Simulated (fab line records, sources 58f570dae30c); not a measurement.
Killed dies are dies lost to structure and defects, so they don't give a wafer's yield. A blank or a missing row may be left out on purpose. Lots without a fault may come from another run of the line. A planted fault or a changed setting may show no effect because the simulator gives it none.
Which tool did it? | flow berkeley_cmos170 | 14 lots, 42 wafers sampled, at 6 steps of a route of 331

WHAT THE GAUGES READ, wafer by wafer
UCB170_SCREENOX_THK_MEAS_02. Usual: SCREENOX_OXIDE_THK 14.36 nm, standard deviation 0.27.
lot  | measured     | on            | SCREENOX_OXIDE_THK (nm) | flag
L594 | day 6 10:07  | film_metro-03 | 14.41 14.28 14.47       |
L596 | day 6 10:08  | film_metro-01 | 14.51 14.75 14.53       |
L597 | day 6 21:33  | film_metro-03 | 14.66 14.80 14.74       |
L601 | day 7 19:49  | film_metro-04 | 14.67 14.55 14.77       |
L606 | day 8 21:56  | film_metro-04 | 14.19 13.90 14.19       |
L608 | day 9 07:11  | film_metro-03 | 14.39 14.61 14.28       |
L607 | day 9 16:06  | film_metro-04 | 14.61 14.60 14.45       |
L609 | day 9 16:09  | film_metro-01 | 14.89 14.72 14.67       |
L610 | day 10 02:28 | film_metro-03 | 14.25 14.09 14.19       |
L611 | day 10 06:07 | film_metro-01 | 13.66 13.78 14.15       |
L614 | day 10 20:42 | film_metro-01 | 14.30 14.45 14.45       |
L615 | day 10 20:46 | film_metro-01 | 14.73 14.61 14.51       |
L616 | day 10 20:46 | film_metro-03 | 14.38 14.33 14.37       |
L617 | day 12 02:55 | film_metro-03 | 14.50 14.53 14.53       |

UCB170_NLDD_CD_MEAS_06: target cd 1200 nm. Usual: cd_nm 1200.0 nm, standard deviation 1.2.
lot  | measured     | on        | cd_nm (nm)           | flag
L594 | day 7 13:33  | cd_sem-02 | 1200.6 1200.3 1198.3 |
L596 | day 7 13:50  | cd_sem-02 | 1200.6 1199.8 1201.3 |
L597 | day 8 07:35  | cd_sem-01 | 1200.5 1200.1 1199.6 |
L601 | day 9 06:01  | cd_sem-01 | 1199.8 1201.1 1200.2 |
L606 | day 10 01:49 | cd_sem-01 | 1202.5 1203.5 1202.0 |
L608 | day 10 12:18 | cd_sem-01 | 1198.1 1198.1 1198.9 |
L607 | day 11 02:23 | cd_sem-01 | 1201.3 1199.9 1200.3 |
L609 | day 11 03:05 | cd_sem-02 | 1200.5 1198.3 1200.7 |
L610 | day 11 03:26 | cd_sem-01 | 1199.4 1199.7 1200.2 |
L611 | day 11 03:01 | cd_sem-01 | 1201.4 1200.9 1199.7 |
L614 | day 12 12:38 | cd_sem-01 | 1200.4 1200.5 1199.7 |
L615 | day 12 11:23 | cd_sem-01 | 1200.7 1200.9 1200.8 |
L616 | day 12 10:59 | cd_sem-01 | 1202.4 1200.9 1202.0 |
L617 | day 13 09:03 | cd_sem-02 | 1201.8 1199.9 1201.6 |

UCB170_NLDD_OVL_MEAS_07. Usual: NLDD_OVL 2 nm, standard deviation 4.9.
lot  | measured     | on         | NLDD_OVL (nm) | flag
L594 | day 7 13:40  | overlay-01 | 3 15 1        |
L596 | day 7 13:57  | overlay-01 | 0 11 -1       |
L597 | day 8 07:42  | overlay-02 | -1 9 3        |
L601 | day 9 06:07  | overlay-02 | -3 6 3        |
L606 | day 10 01:54 | overlay-02 | 6 10 6        |
L608 | day 10 12:25 | overlay-01 | 6 5 -3        |
L607 | day 11 02:31 | overlay-02 | 0 -1 2        |
L609 | day 11 03:11 | overlay-01 | -11 -7 -5     |
L610 | day 11 03:32 | overlay-02 | -2 -1 -3      |
L611 | day 11 03:08 | overlay-02 | -2 3 6        |
L614 | day 12 12:44 | overlay-02 | 10 0 6        |
L615 | day 12 11:29 | overlay-02 | -3 3 5        |
L616 | day 12 11:05 | overlay-01 | 11 12 5       |
L617 | day 13 09:10 | overlay-02 | -1 10 3       |

UCB170_NLDD_TW_MEAS_11. Usual: NLDD_TW 2232, standard deviation 21.
lot  | measured     | on            | NLDD_TW        | flag
L594 | day 7 14:06  | film_metro-01 | 2222 2210 2207 |
L596 | day 7 14:23  | film_metro-03 | 2211 2223 2218 |
L597 | day 8 08:08  | film_metro-01 | 2203 2213 2197 |
L601 | day 9 06:34  | film_metro-01 | 2217 2209 2212 |
L606 | day 10 02:20 | film_metro-01 | 2120 2133 2124 | OFF
L608 | day 10 12:52 | film_metro-04 | 2269 2254 2265 |
L607 | day 11 02:56 | film_metro-01 | 2120 2124 2124 | OFF
L609 | day 11 03:38 | film_metro-04 | 2263 2254 2259 |
L610 | day 11 03:58 | film_metro-01 | 2212 2218 2213 |
L611 | day 11 03:34 | film_metro-03 | 2224 2238 2233 |
L614 | day 12 13:11 | film_metro-03 | 2230 2228 2217 |
L615 | day 12 11:55 | film_metro-03 | 2224 2220 2234 |
L616 | day 12 11:32 | film_metro-04 | 2265 2263 2267 |
L617 | day 13 09:37 | film_metro-04 | 2251 2235 2249 |

UCB170_SDANNEAL_RS_MEAS_05: measures by four-point-probe. Usual: NLDD_RS 616.1 ohm/sq, standard deviation 1.5.
lot  | measured     | on            | NLDD_RS (ohm/sq)  | flag
L594 | day 8 05:03  | film_metro-04 | 613.5 613.3 613.9 |
L596 | day 8 05:48  | film_metro-04 | 613.8 615.2 616.7 |
L597 | day 8 21:29  | film_metro-03 | 615.7 618.4 618.1 |
L601 | day 9 17:33  | film_metro-03 | 612.0 611.7 614.8 |
L606 | day 10 14:43 | film_metro-03 | 536.5 537.4 537.8 | OFF
L608 | day 11 03:00 | film_metro-03 | 616.3 615.2 616.8 |
L607 | day 11 15:14 | film_metro-01 | 538.2 539.1 537.6 | OFF
L609 | day 11 15:46 | film_metro-04 | 615.8 616.3 615.1 |
L610 | day 11 16:25 | film_metro-01 | 616.9 616.6 616.9 |
L611 | day 11 15:43 | film_metro-01 | 617.3 617.2 617.4 |
L614 | day 12 23:44 | film_metro-01 | 617.2 617.6 616.4 |
L615 | day 12 23:26 | film_metro-04 | 614.0 614.3 615.6 |
L616 | day 12 23:04 | film_metro-03 | 615.0 614.7 615.2 |
L617 | day 14 02:14 | film_metro-01 | 616.8 619.0 614.6 |

WHICH TOOL RAN EACH LOT (tool, then ch and the chambers of the sampled wafers, then the start)
lot  | UCB170_NLDD_IMPLANT_08
L594 | implanter-01 ch 0, day 7 13:42
L596 | implanter-02 ch 0, day 7 13:59
L597 | implanter-04 ch 0, day 8 07:44
L601 | implanter-02 ch 0, day 9 06:11
L606 | implanter-02 ch 0, day 10 01:59
L608 | implanter-04 ch 0, day 10 12:28
L607 | implanter-02 ch 0, day 11 02:32
L609 | implanter-01 ch 0, day 11 03:14
L610 | implanter-04 ch 0, day 11 03:35
L611 | implanter-04 ch 0, day 11 03:10
L614 | implanter-01 ch 0, day 12 12:47
L615 | implanter-04 ch 0, day 12 11:33
L616 | implanter-01 ch 0, day 12 11:10
L617 | implanter-01 ch 0, day 13 09:13
- UCB170_NLDD_IMPLANT_08

WHAT THE TOOLS THEMSELVES READ (means of the sampled wafers that have a number; where no wafer has one, the mark that the record gives instead)
UCB170_NLDD_IMPLANT_08. Usual: beam_on_s 10.03 s, standard deviation 0.22; tilt_deg 7.003 degrees, standard deviation 0.018.
lot  | tool         | beam_on_s (s) | tilt_deg (degrees) | flag
L594 | implanter-01 | 10.15         | 7.021              |
L596 | implanter-02 | 9.85          | 6.982              |
L597 | implanter-04 | 9.95          | 7.006              |
L601 | implanter-02 | 10.05         | 7.002              |
L606 | implanter-02 | 10.21         | 0.003              | OFF
L608 | implanter-04 | 10.06         | 7.004              |
L607 | implanter-02 | 9.94          | 0.018              | OFF
L609 | implanter-01 | 10.09         | 6.997              |
L610 | implanter-04 | 10.08         | 7.004              |
L611 | implanter-04 | 10.07         | 6.993              |
L614 | implanter-01 | 10.08         | 6.985              |
L615 | implanter-04 | 9.95          | 6.999              |
L616 | implanter-01 | 10.16         | 7.016              |
L617 | implanter-01 | 9.97          | 6.994              |

THE ANSWER, worked out from the rows above alone
Rule: a lot is off if the mean of its wafers that have a number lies more than 3 standard deviations from the usual mean. A lot without any number at a reading at which 4 lots or more have one is off too. The other lots that the step has rows for count as sound. The gauges are gone through in route order, then the tools' own readings, and for those a lot's mean is taken as printed above. The first step at which some lot is off is used, and at that step the reading that is off furthest; a lot without a number counts as furthest.
Off: L606, L607, at UCB170_NLDD_TW_MEAS_11 (NLDD_TW).
A tool fits if, at a process step before that reading, it ran every lot that is off, and no sound lot after the first of them. The gauges at UCB170_NLDD_TW_MEAS_11 aren't tried: what is off there is off at UCB170_NLDD_IMPLANT_08 too, on other tools, and a gauge's error can't cause that. One fits: implanter-02 at UCB170_NLDD_IMPLANT_08. Its last sound lot is L601 (day 9 06:11), its first lot that is off L606 (day 10 01:59): a fault that began between those two fits.
The tool's own readings at UCB170_NLDD_IMPLANT_08 bear it out: on the lots that are off they differ by more than 5 times the standard deviation of the sound lots' means. tilt_deg reads 0.010 degrees there against 7.000 degrees on the sound lots.

WHAT THE SIMULATOR HAD PUT IN
Process parameter drift: implanter-02, from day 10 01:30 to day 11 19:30, at UCB170_NLDD_IMPLANT_08. Setting tilt_deg, moved by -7, from 7. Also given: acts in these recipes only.
Lots struck among those shown: L606, L607. The rule above found the same.
